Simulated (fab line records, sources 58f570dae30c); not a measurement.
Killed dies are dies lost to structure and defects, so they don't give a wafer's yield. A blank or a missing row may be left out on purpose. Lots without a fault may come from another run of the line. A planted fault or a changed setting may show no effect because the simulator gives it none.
fab line records | flow berkeley_cmos170
record lots=14 wafers=42 last_day=12
route steps=331 shown NWELL@30 ACTIVE@63 NLDD@166 M1@247
lots that met no fault: from a run of the same line without faults
start_h: hours from the record's first day to the start of the lot's first wafer shown | wait_h: hours since the lot's step before | " the same as in the row above | L1.1+2: a row that stands for several wafers | - no value, or no start given | * or withheld: withheld | < > ~ a bound
route shown NAME@n: a module of which the file shows steps, and the number in the route of the first | usual: mean/standard deviation of fault-free wafers | same: alike in all rows | chamber/n: place in a boat | sites: the reading at each site | _std_site: their standard deviation | _edge_site: outer sites' mean less inner sites' | radius_mm: how far each site lies from the wafer's centre | mask NAME#n: copy n | behind: the tool/chamber that last shaped the wafer | hold: why the lot was held/for how many hours/how that ended | device: the transistor (n, p or np) that didn't switch | end of line: the same wafers' tests at the end of the route | a step without rows: its recipe alone | killed: dies lost to structure and defects at the first sort, not the wafer's yield | map: a wafer's dies, x killed, . not, _ none there
set.NAME: the setting as run; set.NAME@STEP: as run at that earlier step | model.NAME: the simulator's own value behind a step, which no gauge read
steps of the route over a sample of lots; a table a step, a row a wafer
services: from which hour (start_h, from the record's first day; less than 0 if before it) a tool's chamber was out of use, for how many hours, and why
## steps
# step UCB170_NWELL_TW_MEAS_16
# usual NWELL_TW=1248/4.3
# columns lot.wafer tool chamber start_h wait_h NWELL_TW
L220.2 film_metro-01 - 28.58 0.1 1248
L220.3 " - " " 1243
L220.6 " - " " 1247
L221.1 film_metro-02 - 36.07 0.1 1247
L221.5 " - " " 1242
L221.6 " - " " 1248
L222.3 film_metro-02 - 40.09 0.1 1241
L222.5 " - " " 1244
L222.6 " - " " 1240
L224.1 film_metro-04 - 49.72 0.1 1253
L224.4 " - " " 1253
L224.5 " - " " 1251
L225.1 film_metro-01 - 54.83 0.1 1257
L225.3 " - " " 1257
L225.4 " - " " 1254
L226.1 film_metro-04 - 63.80 0.1 1250
L226.3 " - " " 1245
L226.5 " - " " 1246
L227.2 film_metro-02 - 72.40 0.1 1257
L227.4 " - " " 1252
L227.5 " - " " 1254
L230.1 film_metro-04 - 86.99 0.1 1253
L230.4 " - " " 1251
L230.5 " - " " 1248
L232.1 film_metro-04 - 95.14 0.1 1253
L232.2 " - " " 1242
L232.5 " - " " 1250
L235.1 film_metro-02 - 109.73 0.1 1251
L235.3 " - " " 1253
L235.6 " - " " 1255
L237.3 film_metro-01 - 119.42 0.1 1250
L237.4 " - " " 1252
L237.6 " - " " 1247
L239.1 film_metro-04 - 128.64 0.1 1239
L239.3 " - " " 1243
L239.6 " - " " 1242
L240.2 film_metro-04 - 135.96 0.1 1247
L240.4 " - " " 1241
L240.6 " - " " 1241
L242.2 film_metro-02 - 144.85 0.1 1253
L242.3 " - " " 1246
L242.5 " - " " 1249
# step UCB170_ACTIVE_THK_MEAS_03
# recipe reads=SiO2_of_ACTIVE_OXIDATION_02
# usual ACTIVE_OXIDE_THK=26.3/0.42
# columns lot.wafer tool chamber start_h wait_h ACTIVE_OXIDE_THK[nm]
L220.2 film_metro-02 - 66.86 0.0 26.4
L220.3 " - " " 26.7
L220.6 " - " " 26.6
L221.1 film_metro-02 - 75.14 0.0 26.2
L221.5 " - " " 25.7
L221.6 " - " " 26.1
L222.3 film_metro-03 - 75.16 0.0 27.4
L222.5 " - " " 27.2
L222.6 " - " " 27.3
L224.1 film_metro-01 - 86.22 0.0 26.5
L224.4 " - " " 26.5
L224.5 " - " " 26.8
L225.1 film_metro-03 - 100.08 0.0 26.2
L225.3 " - " " 26.4
L225.4 " - " " 26.0
L226.1 film_metro-03 - 102.68 0.0 26.8
L226.3 " - " " 26.4
L226.5 " - " " 26.5
L227.2 film_metro-01 - 111.70 0.0 26.4
L227.4 " - " " 26.2
L227.5 " - " " 26.2
L230.1 film_metro-01 - 124.42 0.0 26.4
L230.4 " - " " 26.5
L230.5 " - " " 26.1
L232.1 film_metro-03 - 131.21 0.0 26.5
L232.2 " - " " 26.1
L232.5 " - " " 26.8
L235.1 film_metro-01 - 150.94 0.0 25.7
L235.3 " - " " 26.2
L235.6 " - " " 26.2
L237.3 film_metro-02 - 150.96 0.0 26.3
L237.4 " - " " 26.6
L237.6 " - " " 26.2
L239.1 film_metro-01 - 160.38 0.0 25.5
L239.3 " - " " 25.3
L239.6 " - " " 25.6
L240.2 film_metro-03 - 173.29 0.0 27.1
L240.4 " - " " 26.3
L240.6 " - " " 26.8
L242.2 film_metro-01 - 180.22 0.0 26.0
L242.3 " - " " 26.2
L242.5 " - " " 26.0
# step UCB170_NLDD_IMPLANT_08
# recipe species=As dose_cm2=5e+13 energy_kev=30 tilt_deg=7 rotation_deg=0
# usual dose_ions_cm2=4.999e+13/5e+10
# columns lot.wafer tool chamber start_h wait_h dose_ions_cm2
L220.2 implanter-03 0 125.82 0.0 4.997e+13
L220.3 " 0 " " 4.992e+13
L220.6 " 0 " " 5.004e+13
L222.3 implanter-01 0 136.29 0.1 5.003e+13
L222.5 " 0 " " 4.998e+13
L222.6 " 0 " " 5.002e+13
L221.1 implanter-03 0 136.54 0.0 4.999e+13
L221.5 " 0 " " 5.008e+13
L221.6 " 0 " " 5.002e+13
L224.1 implanter-03 0 143.45 0.0 5.005e+13
L224.4 " 0 " " 4.998e+13
L224.5 " 0 " " 5.007e+13
L225.1 implanter-01 0 156.96 0.0 5.003e+13
L225.3 " 0 " " 4.997e+13
L225.4 " 0 " " 5.003e+13
L226.1 implanter-03 0 157.38 0.0 4.991e+13
L226.3 " 0 " " 4.991e+13
L226.5 " 0 " " 4.999e+13
L227.2 implanter-03 0 170.57 0.0 4.999e+13
L227.4 " 0 " " 4.999e+13
L227.5 " 0 " " 4.992e+13
L230.1 implanter-03 0 182.38 0.0 5.002e+13
L230.4 " 0 " " 4.996e+13
L230.5 " 0 " " 4.989e+13
L232.1 implanter-04 0 184.28 0.2 4.994e+13
L232.2 " 0 " " 4.995e+13
L232.5 " 0 " " 5e+13
L237.3 implanter-01 0 209.70 0.1 4.993e+13
L237.4 " 0 " " 5.002e+13
L237.6 " 0 " " 5.001e+13
L235.1 implanter-01 0 210.65 0.0 5.004e+13
L235.3 " 0 " " 5e+13
L235.6 " 0 " " 5e+13
L239.1 implanter-01 0 214.48 0.0 5.005e+13
L239.3 " 0 " " 5.001e+13
L239.6 " 0 " " 5.008e+13
L240.2 implanter-04 0 231.17 0.0 4.993e+13
L240.4 " 0 " " 4.996e+13
L240.6 " 0 " " 4.99e+13
L242.2 implanter-04 0 239.47 0.0 5.01e+13
L242.3 " 0 " " 5.009e+13
L242.5 " 0 " " 5.003e+13
# step UCB170_SDANNEAL_RS_MEAS_05
# recipe thk_meas_gauge=four-point-probe
# usual NLDD_RS=616.0/1.6
# columns lot.wafer tool chamber start_h wait_h NLDD_RS[ohm/sq]
L220.2 film_metro-02 - 137.67 0.1 614.3
L220.3 " - " " 614.2
L220.6 " - " " 614.3
L222.3 film_metro-02 - 146.49 0.1 615.7
L222.5 " - " " 612.8
L222.6 " - " " 613.0
L221.1 film_metro-01 - 146.85 0.1 615.9
L221.5 " - " " 617.1
L221.6 " - " " 614.9
L224.1 film_metro-02 - 156.03 0.1 614.3
L224.4 " - " " 613.9
L224.5 " - " " 614.7
L225.1 film_metro-03 - 170.19 0.1 617.1
L225.3 " - " " 618.8
L225.4 " - " " 617.5
L226.1 film_metro-02 - 170.43 0.1 614.0
L226.3 " - " " 613.5
L226.5 " - " " 615.0
L227.2 film_metro-01 - 180.08 0.1 617.6
L227.4 " - " " 615.9
L227.5 " - " " 616.9
L230.1 film_metro-03 - 196.26 0.1 618.4
L230.4 " - " " 617.0
L230.5 " - " " 616.6
L232.1 film_metro-02 - 196.58 0.1 615.4
L232.2 " - " " 614.1
L232.5 " - " " 615.3
L235.1 film_metro-03 - 220.74 0.1 647.1
L235.3 " - " " 646.8
L235.6 " - " " 646.9
L237.3 film_metro-01 - 222.75 2.3 616.7
L237.4 " - " " 617.2
L237.6 " - " " 616.5
L239.1 film_metro-01 - 224.58 0.1 645.8
L239.3 " - " " 645.9
L239.6 " - " " 649.4
L240.2 film_metro-03 - 240.65 0.1 617.5
L240.4 " - " " 617.8
L240.6 " - " " 617.0
L242.2 film_metro-03 - 257.12 0.1 616.4
L242.3 " - " " 616.1
L242.5 " - " " 617.9
# step UCB170_M1_CD_MEAS_09
# recipe target_cd_nm=700
# usual cd_nm=700.0/1.5
# columns lot.wafer tool chamber start_h wait_h cd_nm
L220.2 cd_sem-01 - 144.87 - 699.4
L220.3 " - " " 700.1
L220.6 " - " " 700.9
L222.3 cd_sem-01 - 155.11 - 700.0
L222.5 " - " " 700.4
L222.6 " - " " 699.0
L221.1 cd_sem-01 - 155.62 - 700.9
L221.5 " - " " 701.4
L221.6 " - " " 700.6
L224.1 cd_sem-01 - 163.21 - 700.6
L224.4 " - " " 702.0
L224.5 " - " " 699.8
L225.1 cd_sem-01 - 176.26 - 698.9
L225.3 " - " " 699.0
L225.4 " - " " 700.0
L226.1 cd_sem-02 - 178.86 - 699.0
L226.3 " - " " 702.2
L226.5 " - " " 700.0
L227.2 cd_sem-02 - 187.95 - 700.8
L227.4 " - " " 700.4
L227.5 " - " " 700.3
L232.1 cd_sem-02 - 202.96 - 698.1
L232.2 " - " " 701.3
L232.5 " - " " 701.5
L230.1 cd_sem-01 - 204.30 - 696.8
L230.4 " - " " 698.1
L230.5 " - " " 696.5
L235.1 cd_sem-01 - 228.21 - 698.6
L235.3 " - " " 698.1
L235.6 " - " " 699.0
L237.3 cd_sem-02 - 229.95 - 701.4
L237.4 " - " " 700.5
L237.6 " - " " 701.7
L239.1 cd_sem-01 - 232.29 - 700.5
L239.3 " - " " 699.6
L239.6 " - " " 700.1
L240.2 cd_sem-01 - 248.41 - 699.2
L240.4 " - " " 697.9
L240.6 " - " " 700.7
L242.2 cd_sem-01 - 264.67 - 700.7
L242.3 " - " " 700.0
L242.5 " - " " 700.6
## services
# columns tool chamber start_h hours kind
implanter-04 - 122.27 24.6 repair
implanter-01 - 149.71 2.7 repair
implanter-04 - 175.06 4.3 pm
implanter-01 - 177.39 7.5 pm
implanter-03 - 183.59 9.3 repair
implanter-03 - 205.62 2.3 repair
implanter-04 - 229.96 1.0 repair
## key
first_sign step=UCB170_SDANNEAL_RS_MEAS_05 reading=NLDD_RS direction=up sigmas=20 usual=616.0 struck=647.0
effect none on later readings
met_at UCB170_NLDD_IMPLANT_08
struck_lots L235,L239
tester_left_out L235,L239
not_acting_at UCB170_NWELL_TW_MEAS_16,UCB170_ACTIVE_THK_MEAS_03,UCB170_M1_CD_MEAS_09
onset_between 209.70 210.65
fault kind=process_parameter_drift tool=implanter-01 chamber=- onset_h=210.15 steps=UCB170_NLDD_IMPLANT_08 channel=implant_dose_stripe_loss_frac offset=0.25 shape=step end_h=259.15
# tester_left_out: of these lots the tester's yield and bins aren't shown, on N5 and GAA mostly nor the transistor test; their killed dies are dies lost to structure and defects alone, not to doping, threshold or leakage, so they don't give the yield
